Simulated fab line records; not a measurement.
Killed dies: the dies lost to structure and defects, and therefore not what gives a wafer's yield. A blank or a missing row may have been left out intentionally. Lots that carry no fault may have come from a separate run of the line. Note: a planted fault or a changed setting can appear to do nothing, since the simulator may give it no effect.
fab line records	flow berkeley-cmos170
[record] lots = 14	wafers = 42	last-day = 12
route steps=331 shown PLDD@155 NLDD@168
lots that met no fault: from a run of the same line without faults
start-h: start of the lot's first displayed wafer, in hours after the record's first day	wait-h: hours since the lot's step before	" unchanged from the row above	L1.1+2: a row that stands for several wafers	- either no value or no given start	* or withheld: withheld	< > ~ a bound
route shown NAME@n: NAME is a module with steps in the file, n the number in the route of the first one	usual: mean/standard deviation of fault-free wafers	same: alike in all rows	chamber/n: place in a boat	sites: per-site readings	_std_site: standard deviation of those values	_edge_site: inner sites' mean taken away from outer sites' mean	radius-mm: for every site, how far away it sits from the centre of the wafer	mask NAME#n: copy n	behind: the last tool/chamber to shape the wafer	hold: cause of the lot's hold/its duration in hours/its outcome	device: which transistor (n, p or np) failed to switch	end of line: the tests these same wafers got at the end of their route	where a step has no rows: the recipe by itself	killed: at the first sort, the dies lost to defects and structure; wafer yield is something else	map: a wafer's dies, x killed, . not, _ none there
set.NAME: setting as actually run; set.NAME@STEP: the setting as run at that earlier step	model.NAME: the simulator's own value behind a step, which no gauge read
a sample of lots followed through the steps of the route, with each step as a table and each wafer as a row
services: a tool's chamber out of use, with start hour (start-h, from the record's first day; less than 0 if before it), hours out, and reason
[[steps]]
[step UCB170_PLDD_STRIP_10]
[recipe] chemistry = O2	power-w = 400	pressure-mtorr = 3500	platen-temp-c = withheld	o2-flow-sccm = 400	overash-fraction = 0.5
[usual] chamber-pressure-mTorr = 3499.9/2.9	drypump-motor-current-A = 6.1/0.54	oes-product-au = 0.734/0.0046	overash-fraction = 0.5/0	strip-time-to-endpoint-s = 21.66/0.072
lot.wafer	tool	chamber	start-h	wait-h	chamber-pressure-mTorr	drypump-motor-current-A	oes-product-au	overash-fraction	rf-hours-counter-h	strip-time-to-endpoint-s
L797.1	plasma-asher-03	0	122.67	0.1	3499.9	5.1	0.734	0.5	39	21.65
L797.3	"	1	"	"	3498.8	5.8	0.730	0.5	-	21.71
L797.5	"	1	"	"	3500.6	5.7	0.736	0.5	-	21.71
L798.1	plasma-asher-03	1	122.95	0.1	3503.0	5.8	0.728	0.5	39	21.59
L798.2	"	0	"	"	3499.0	5.1	0.722	0.5	39	21.71
L798.5	"	1	"	"	3499.7	5.7	0.730	0.5	-	21.62
L799.3	plasma-asher-04	1	133.35	0.1	3498.3	6.5	0.720	0.5	-	21.48
L799.5	"	0	"	"	3500.3	6.6	0.732	0.5	-	21.52
L799.6	"	1	"	"	3499.2	6.5	0.728	0.5	-	21.51
L800.2	plasma-asher-02	0	143.48	0.1	3501.0	5.5	0.740	0.5	1	21.48
L800.4	"	0	"	"	3495.7	5.6	0.736	0.5	-	21.58
L800.6	"	1	"	"	3500.2	6.5	0.735	0.5	-	21.55
L801.2	plasma-asher-04	0	151.45	0.1	3502.2	6.6	0.734	0.5	47	21.76
L801.4	"	0	"	"	3495.3	6.5	0.733	0.5	-	21.71
L801.5	"	0	"	"	3501.9	6.6	0.734	0.5	-	21.71
L802.3	plasma-asher-04	1	151.72	0.1	3495.6	6.6	0.733	0.5	-	21.67
L802.5	"	1	"	"	3498.8	6.5	0.738	0.5	-	21.61
L802.6	"	0	"	"	3498.0	6.5	0.740	0.5	-	21.65
L804.1	plasma-asher-02	0	174.68	0.1	3494.7	5.6	0.737	0.5	3	21.66
L804.3	"	1	"	"	3496.7	6.5	0.737	0.5	-	21.59
L804.5	"	1	"	"	3501.7	6.5	0.735	0.5	-	21.60
L807.3	plasma-asher-03	1	183.61	0.1	3499.8	5.7	0.735	0.5	-	21.66
L807.4	"	0	"	"	3502.4	5.1	0.734	0.5	-	21.63
L807.6	"	0	"	"	3499.6	5.1	0.742	0.5	-	21.67
L809.2	plasma-asher-02	0	190.79	0.1	3497.0	5.6	0.739	0.5	5	21.66
L809.4	"	0	"	"	3500.0	5.6	0.725	0.5	-	21.65
L809.5	"	0	"	"	3499.2	5.6	0.733	0.5	-	21.54
L813.2	plasma-asher-02	0	206.48	0.1	-	-	-	-	-	-
L813.3	"	1	"	"	-	-	-	-	-	-
L813.5	"	1	"	"	-	-	-	-	-	-
L812.1	plasma-asher-03	1	206.70	0.1	-	-	-	-	-	-
L812.2	"	0	"	"	-	-	-	-	-	-
L812.5	"	1	"	"	-	-	-	-	-	-
L819.2	plasma-asher-02	1	230.44	0.1	3502.7	6.4	0.731	0.5	10	21.61
L819.5	"	0	"	"	3508.7	5.6	0.729	0.5	-	21.53
L819.6	"	1	"	"	3497.1	6.4	0.732	0.5	-	21.65
L818.2	plasma-asher-02	1	230.70	0.1	3498.0	6.5	0.739	0.5	10	21.59
L818.5	"	1	"	"	3495.3	6.4	0.734	0.5	-	21.63
L818.6	"	0	"	"	3498.2	5.6	0.731	0.5	-	21.65
L820.1	plasma-asher-03	1	252.93	0.1	3501.9	5.7	0.734	0.5	53	21.64
L820.2	"	0	"	"	3497.9	5.1	0.730	0.5	53	21.64
L820.4	"	1	"	"	3500.4	5.7	0.735	0.5	-	21.66
[step UCB170_NLDD_STRIP_10]
[recipe] chemistry = O2	power-w = 400	pressure-mtorr = 3500	platen-temp-c = withheld	o2-flow-sccm = 400	overash-fraction = 0.5
[usual] chamber-pressure-mTorr = 3500.0/2.8	drypump-motor-current-A = 6.1/0.64	oes-product-au = 0.735/0.0046	strip-time-to-endpoint-s = 21.64/0.065
[same] overash-fraction = 0.5
lot.wafer	tool	chamber	start-h	wait-h	chamber-pressure-mTorr	drypump-motor-current-A	oes-product-au	rf-hours-counter-h	strip-time-to-endpoint-s
L797.1	plasma-asher-01	1	124.85	0.1	3494.6	4.7	0.732	35	21.67
L797.3	"	1	"	"	3503.1	4.7	0.741	-	21.66
L797.5	"	1	"	"	3499.3	4.7	0.732	-	21.69
L798.1	plasma-asher-04	0	125.02	0.1	3501.2	6.5	0.733	44	21.57
L798.2	"	1	"	"	3500.3	6.5	0.729	44	21.68
L798.5	"	0	"	"	3495.0	6.5	0.733	-	21.60
L799.3	plasma-asher-02	0	135.31	0.1	3495.8	5.6	0.736	-	21.53
L799.5	"	0	"	"	3497.0	5.6	0.735	-	21.54
L799.6	"	1	"	"	3503.4	6.4	0.739	-	21.53
L800.2	plasma-asher-01	1	147.68	0.1	3498.3	4.7	0.741	38	21.59
L800.4	"	1	"	"	3502.3	4.7	0.732	-	21.61
L800.6	"	0	"	"	3497.4	6.0	0.739	-	21.61
L801.2	plasma-asher-04	0	153.67	0.1	3502.5	6.6	0.738	48	21.63
L801.4	"	0	"	"	3498.3	6.6	0.737	-	21.63
L801.5	"	1	"	"	3506.3	6.5	0.735	-	21.65
L802.3	plasma-asher-02	1	153.89	0.1	3505.3	6.4	0.731	-	21.63
L802.5	"	1	"	"	3497.5	6.5	0.728	-	21.63
L802.6	"	0	"	"	3497.8	5.6	0.735	-	21.65
L804.1	plasma-asher-04	1	176.51	0.1	3503.5	6.6	0.733	50	21.65
L804.3	"	0	"	"	3499.2	6.6	0.740	-	21.61
L804.5	"	1	"	"	3498.8	6.6	0.736	-	21.63
L807.3	plasma-asher-04	1	185.74	0.1	3503.2	6.5	0.738	-	21.56
L807.4	"	0	"	"	3499.8	6.6	0.732	-	21.53
L807.6	"	1	"	"	3503.5	6.5	0.737	-	21.50
L809.2	plasma-asher-02	1	193.71	0.1	3500.6	6.5	0.738	6	21.70
L809.4	"	1	"	"	3497.4	6.4	0.729	-	21.73
L809.5	"	0	"	"	3500.8	5.6	0.740	-	21.71
L813.2	plasma-asher-04	1	208.39	0.1	3500.5	6.5	0.732	53	47.99
L813.3	"	1	"	"	3501.9	6.6	0.743	-	47.96
L813.5	"	0	"	"	3500.9	6.6	0.739	-	47.95
L812.1	plasma-asher-01	1	208.67	0.1	3498.7	4.7	0.740	44	47.97
L812.2	"	0	"	"	3500.0	5.9	0.739	44	48.01
L812.5	"	0	"	"	3498.3	5.9	0.738	-	47.93
L819.2	plasma-asher-01	0	232.58	0.1	3504.5	5.9	0.736	47	21.69
L819.5	"	1	"	"	3501.9	4.7	0.740	-	21.63
L819.6	"	0	"	"	3495.6	5.9	0.725	-	21.66
L818.2	plasma-asher-02	0	232.60	0.1	3502.1	5.6	0.734	10	21.58
L818.5	"	1	"	"	3499.3	6.5	0.728	-	21.55
L818.6	"	0	"	"	3499.2	5.6	0.730	-	21.66
L820.1	plasma-asher-04	0	254.69	0.1	3500.1	6.6	0.732	59	21.80
L820.2	"	1	"	"	3492.3	6.5	0.740	59	21.80
L820.4	"	0	"	"	3498.3	6.6	0.745	-	21.69
[step UCB170_NLDD_TW_MEAS_11]
[usual] NLDD_TW = 2201/18
lot.wafer	tool	chamber	start-h	wait-h	hold	NLDD_TW
L797.1	film-metro-01	-	124.95	0.1	-	2196
L797.3	"	-	"	"	-	2206
L797.5	"	-	"	"	-	2207
L798.1	film-metro-02	-	125.12	0.1	-	2180
L798.2	"	-	"	"	-	2180
L798.5	"	-	"	"	-	2189
L799.3	film-metro-03	-	135.40	0.1	-	2239
L799.5	"	-	"	"	-	2231
L799.6	"	-	"	"	-	2233
L800.2	film-metro-01	-	147.79	0.1	-	2215
L800.4	"	-	"	"	-	2206
L800.6	"	-	"	"	-	2215
L801.2	film-metro-01	-	153.78	0.1	-	2202
L801.4	"	-	"	"	-	2205
L801.5	"	-	"	"	-	2208
L802.3	film-metro-02	-	153.98	0.1	-	2174
L802.5	"	-	"	"	-	2182
L802.6	"	-	"	"	-	2187
L804.1	film-metro-02	-	176.61	0.1	-	2174
L804.3	"	-	"	"	-	2182
L804.5	"	-	"	"	-	2186
L807.3	film-metro-02	-	185.83	0.1	-	2183
L807.4	"	-	"	"	-	2185
L807.6	"	-	"	"	-	2181
L809.2	film-metro-02	-	193.82	0.1	-	2179
L809.4	"	-	"	"	-	2185
L809.5	"	-	"	"	-	2180
L813.2	film-metro-01	-	208.50	0.1	await-dispo/0.2h/release	30
L813.3	"	-	"	"	await-dispo/0.2h/release	30
L813.5	"	-	"	"	await-dispo/0.2h/release	30
L813.2	film-metro-01	-	208.73	0.2	-	30
L813.3	"	-	"	"	-	30
L813.5	"	-	"	"	-	30
L812.1	film-metro-03	-	208.77	0.1	await-dispo/0.2h/release	30
L812.2	"	-	"	"	await-dispo/0.2h/release	30
L812.5	"	-	"	"	await-dispo/0.2h/release	30
L812.1	film-metro-03	-	209.00	0.2	-	30
L812.2	"	-	"	"	-	30
L812.5	"	-	"	"	-	30
L819.2	film-metro-03	-	232.69	0.1	-	2222
L819.5	"	-	"	"	-	2228
L819.6	"	-	"	"	-	2208
L818.2	film-metro-01	-	232.71	0.1	-	2197
L818.5	"	-	"	"	-	2191
L818.6	"	-	"	"	-	2198
L820.1	film-metro-02	-	254.79	0.1	-	2178
L820.2	"	-	"	"	-	2186
L820.4	"	-	"	"	-	2194
[[services]]
tool	chamber	start-h	hours	kind
plasma-asher-02	-	123.36	9.0	pm
plasma-asher-02	0	123.36	9.0	vent-cycle
plasma-asher-02	1	123.36	9.0	vent-cycle
plasma-asher-02	-	132.36	2.8	pm
plasma-asher-02	0	132.36	-	clean
plasma-asher-02	1	132.36	-	clean
plasma-asher-04	-	142.12	0.9	repair
plasma-asher-02	-	149.18	1.8	repair
plasma-asher-01	-	186.42	2.8	pm
[[key]]
[first-sign] step = UCB170_PLDD_STRIP_10	reading = tool-record	direction = missing
[effect] step = UCB170_NLDD_STRIP_10	reading = strip-time-to-endpoint-s	direction = up	sigmas = 99+	usual = *	struck = *
[effect] step = UCB170_NLDD_TW_MEAS_11	reading = visit	direction = added
[effect] step = UCB170_NLDD_TW_MEAS_11	reading = NLDD_TW	direction = down	sigmas = 99+	usual = 2201	struck = 30
met-at UCB170_PLDD_STRIP_10
struck-lots L812,L813
scrapped-behind UCB170_NLDD_TW_MEAS_11 L812.1,L812.2,L812.5,L813.2,L813.3,L813.5
onset-between 190.79 206.48
[fault] kind = skipped-step-whole	tool = plasma-asher-02,plasma-asher-03	chamber = -	onset-h = 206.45	steps = UCB170_PLDD_STRIP_10	scope = struck-lots-only
